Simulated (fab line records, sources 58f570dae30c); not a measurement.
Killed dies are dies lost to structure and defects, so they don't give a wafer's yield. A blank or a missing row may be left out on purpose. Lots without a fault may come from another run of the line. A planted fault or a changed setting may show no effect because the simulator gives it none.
Problem report in the 8D (eight disciplines) form, filled by code | flow berkeley_cmos170 | the parts of the form that need people (team, actions taken, sign-off) are left out

1. THE PROBLEM
run_length_s at UCB170_M1_METAL_ETCH_12 reads a mean of 187.2 s on 6 wafers of 2 lots; wafers without a fault read 158.3 s with a standard deviation of 0.56. That is +52 standard deviations from the usual mean.
The step: etches Al in Cl2/BCl3, stops on PSG, target depth 780 nm, time 130 s.
First seen on wafer L511.1, day 11 04:25, on rie_metal-01. The record holds 42 wafers of 14 lots with a number at this step. Rule for "out", or "out of limits": more than 4 standard deviations from the usual mean. The other wafers with a number count as sound.

2. WHAT IT IS AND WHAT IT IS NOT
question                    | is                     | is not
which readings at this step | run_length_s           | drypump_motor_current_A, he_backside_leak_sccm, throttle_valve_pct
which lots                  | L511, L514             | L493, L495, L497, L498, L499, L503, L505, L506, L508, L513, L515, L516
which wafers of those lots  | all that have a number | -
read on which tools         | rie_metal-01           | rie_metal-03, rie_metal-04
when                        | from day 11 04:25      | up to then (27 sound wafers); but 9 sound wafers of L513, L515, L516 came after

3. SUSPECTS, AND WHAT RULES EACH OUT
Counting: a tool at a process step up to the reading stays a suspect if it ran every lot that is out and no sound lot after the first of them.
- plasma_asher-03 at UCB170_CONTACT_STRIP_19 (strips in O2): kept. It ran every lot that is out, first L511 (day 11 02:37), and no sound lot after that; its last sound lot up to then is L506 (day 9 18:58).
- rie_metal-01 at UCB170_M1_METAL_ETCH_12 (etches Al in Cl2/BCl3, stops on PSG, target depth 780 nm, time 130 s): kept. It ran every lot that is out, first L511 (day 11 04:25), and no sound lot after that; its last sound lot up to then is L503 (day 9 09:09). Its own readings are out on those wafers: run_length_s.
Left after counting: plasma_asher-03 at UCB170_CONTACT_STRIP_19, rie_metal-01 at UCB170_M1_METAL_ETCH_12.

4. THE CAUSE (what the simulator had put in)
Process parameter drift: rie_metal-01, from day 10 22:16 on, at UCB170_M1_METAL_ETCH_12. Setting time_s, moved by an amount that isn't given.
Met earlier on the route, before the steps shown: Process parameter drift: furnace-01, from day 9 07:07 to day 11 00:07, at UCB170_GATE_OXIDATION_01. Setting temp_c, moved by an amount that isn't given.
Counting left 2 suspects, and this tool is among them.

5. THE CHAIN OF EFFECTS, in route order
Each row: a reading whose mean over the struck wafers that have a number lies more than 3 standard deviations from the usual. Only readings for which the record gives a usual standard deviation are gone through. hours: the time from each lot's start at the first step in this table that gives one to its start at this step, as a median over the lots. sigmas: the change in usual standard deviations.
hours | step                    | reading        | usual      | on struck wafers | change | sigmas
0     | UCB170_M1_METAL_ETCH_12 | oes_product_au | 0.859 a.u. | 0.783            | -0.076 | -3.6
0     | UCB170_M1_METAL_ETCH_12 | run_length_s   | 158.3 s    | 187.2            | +28.9  | +52
0     | UCB170_M1_STRIP_13      | oes_product_au | 0.720 a.u. | 0.680            | -0.040 | -8.5
The process steps in it:
- UCB170_M1_METAL_ETCH_12: etches Al in Cl2/BCl3, stops on PSG, target depth 780 nm, time 130 s.
- UCB170_M1_STRIP_13: strips in O2.

6. WHAT WOULD HAVE CAUGHT IT SOONER
In this record the first reading out of limits was taken at day 11 04:25, 6 hours after the fault began at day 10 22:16.
